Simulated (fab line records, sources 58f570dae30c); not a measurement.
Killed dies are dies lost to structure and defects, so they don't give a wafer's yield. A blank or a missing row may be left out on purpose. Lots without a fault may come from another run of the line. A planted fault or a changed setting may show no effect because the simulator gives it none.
Which tool did it? | flow berkeley_cmos170 | 11 lots, 33 wafers sampled, at 5 steps of a route of 331

WHAT THE GAUGES READ, wafer by wafer
UCB170_SACOX_THK_MEAS_02.
lot  | measured    | on            | SACOX_OXIDE_THK (nm)
L365 | day 6 06:49 | film_metro-01 | 14.8 14.7 14.7
L370 | day 6 17:35 | film_metro-01 | 15.0 15.1 15.2
L367 | day 6 17:39 | film_metro-02 | 14.7 14.9 14.8
L368 | day 6 17:36 | film_metro-02 | 14.5 14.4 14.6
L366 | day 6 17:35 | film_metro-04 | 14.5 14.5 14.4
L369 | day 6 17:40 | film_metro-01 | 14.2 14.3 14.5
L371 | day 7 03:51 | film_metro-01 | 13.9 14.1 13.9
L372 | day 7 03:50 | film_metro-04 | 14.7 14.6 14.4
L373 | day 7 03:50 | film_metro-02 | 14.4 14.4 14.6
L374 | day 8 00:56 | film_metro-04 | 14.6 14.8 14.7
L375 | day 8 05:58 | film_metro-04 | 14.1 14.0 14.0

UCB170_PVT_TW_MEAS_09.
lot  | measured    | on            | PVT_TW
L365 | day 7 00:26 | film_metro-03 | 507 509 507
L370 | day 7 10:08 | film_metro-03 | 506 511 506
L367 | day 7 10:54 | film_metro-01 | 514 516 516
L368 | day 7 10:53 | film_metro-03 | 508 511 509
L366 | day 7 11:08 | film_metro-02 | 508 507 508
L369 | day 7 10:36 | film_metro-01 | 514 516 512
L371 | day 8 00:47 | film_metro-01 | 262 261 264
L372 | day 8 00:57 | film_metro-01 | 263 262 262
L373 | day 8 00:30 | film_metro-03 | 511 510 512
L374 | day 8 17:54 | film_metro-01 | 263 264 263
L375 | day 8 18:10 | film_metro-03 | 261 261 260

WHICH TOOL RAN EACH LOT (tool, then ch and the chambers of the sampled wafers, then the start)
lot  | UCB170_ACTIVE_ETCH_15             | UCB170_PFIELD_STRIP_08              | UCB170_PVT_IMPLANT_07
L365 | rie_diel-02 ch 0,1,2, day 5 08:29 | plasma_asher-01 ch 0,1, day 5 10:01 | implanter-04 ch 0, day 7 00:11
L370 | rie_diel-04 ch 1,2,3, day 5 15:56 | plasma_asher-04 ch 0,1, day 5 18:32 | implanter-03 ch 0, day 7 09:53
L367 | rie_diel-03 ch 0,2, day 5 16:11   | plasma_asher-01 ch 0, day 5 18:49   | implanter-03 ch 0, day 7 10:39
L368 | rie_diel-02 ch 0,1,3, day 5 16:18 | plasma_asher-04 ch 0,1, day 5 19:05 | implanter-04 ch 0, day 7 10:38
L366 | rie_diel-04 ch 1,2,3, day 5 16:25 | plasma_asher-01 ch 1, day 5 19:14   | implanter-01 ch 0, day 7 10:53
L369 | rie_diel-03 ch 1,2,3, day 5 16:40 | plasma_asher-04 ch 0, day 5 19:25   | implanter-01 ch 0, day 7 10:22
L371 | rie_diel-03 ch 0,1,2, day 5 23:43 | plasma_asher-01 ch 0,1, day 6 04:17 | implanter-01 ch 0, day 8 00:33
L372 | rie_diel-02 ch 0,2,3, day 5 23:59 | plasma_asher-03 ch 0,1, day 6 04:17 | implanter-04 ch 0, day 8 00:42
L373 | rie_diel-03 ch 0,1,2, day 6 00:13 | plasma_asher-04 ch 0,1, day 6 04:43 | implanter-03 ch 0, day 8 00:15
L374 | rie_diel-03 ch 0,1, day 6 21:56   | plasma_asher-01 ch 0,1, day 7 00:18 | implanter-01 ch 0, day 8 17:40
L375 | rie_diel-03 ch 0,2,3, day 7 05:11 | plasma_asher-04 ch 0,1, day 7 07:38 | implanter-04 ch 0, day 8 17:55
- UCB170_ACTIVE_ETCH_15: etches Si3N4 in CH3F/Ar/O2, stops on SiO2, target depth 242 nm, time 151 s.
- UCB170_PFIELD_STRIP_08: strips in O2.
- UCB170_PVT_IMPLANT_07

WHAT THE TOOLS THEMSELVES READ (means of the sampled wafers that have a number; where no wafer has one, the mark that the record gives instead)
UCB170_ACTIVE_ETCH_15.
lot  | tool        | drypump_motor_current_A (A) | oes_product_au (a.u.) | throttle_valve_pct (%)
L365 | rie_diel-02 | 5.7                         | 0.943                 | 8.17
L370 | rie_diel-04 | 6.0                         | 0.949                 | 8.13
L367 | rie_diel-03 | 6.1                         | 0.920                 | 7.89
L368 | rie_diel-02 | 5.2                         | 0.926                 | 8.11
L366 | rie_diel-04 | 6.0                         | 0.952                 | 8.13
L369 | rie_diel-03 | 5.7                         | 0.937                 | 8.07
L371 | rie_diel-03 | 6.0                         | 0.932                 | 7.98
L372 | rie_diel-02 | 5.6                         | 0.949                 | 8.08
L373 | rie_diel-03 | 6.0                         | 0.929                 | 7.99
L374 | rie_diel-03 | 5.9                         | 0.921                 | 7.95
L375 | rie_diel-03 | 5.8                         | 0.930                 | 7.98

UCB170_PFIELD_STRIP_08.
lot  | tool            | drypump_motor_current_A (A) | oes_product_au (a.u.) | strip_time_to_endpoint_s (s)
L365 | plasma_asher-01 | 5.34                        | 0.737                 | 21.59
L370 | plasma_asher-04 | 5.24                        | 0.733                 | 21.65
L367 | plasma_asher-01 | 5.19                        | 0.733                 | 21.61
L368 | plasma_asher-04 | 5.12                        | 0.731                 | 21.58
L366 | plasma_asher-01 | 5.60                        | 0.734                 | 21.61
L369 | plasma_asher-04 | 5.37                        | 0.732                 | 21.62
L371 | plasma_asher-01 | 5.48                        | 0.734                 | 21.73
L372 | plasma_asher-03 | 5.73                        | 0.733                 | 21.64
L373 | plasma_asher-04 | 5.13                        | 0.733                 | 21.53
L374 | plasma_asher-01 | 5.46                        | 0.733                 | 21.67
L375 | plasma_asher-04 | 5.12                        | 0.731                 | 21.58

THE ANSWER, worked out from the rows above alone
Rule: what is usual is taken from the lots themselves. Put in order of their means at a reading, lots are off if they are a third of the lots or fewer, leave a main group of 4 or more, and stand apart from it by a gap of 3 or more times the standard deviation of the main group's means; of several such gaps the widest counts. A main group whose means are all the same, to the digits that the tables above print for the reading, isn't used. A lot without any number at a reading at which 4 lots or more have one is off too. The other lots that the step has rows for count as sound. The gauges are gone through in route order, then the tools' own readings, and for those a lot's mean is taken as printed above. The first step at which some lot is off is used, and at that step the reading that is off furthest; a lot without a number counts as furthest.
No lot is off at any reading shown: from this, nothing can be told.

WHAT THE SIMULATOR HAD PUT IN
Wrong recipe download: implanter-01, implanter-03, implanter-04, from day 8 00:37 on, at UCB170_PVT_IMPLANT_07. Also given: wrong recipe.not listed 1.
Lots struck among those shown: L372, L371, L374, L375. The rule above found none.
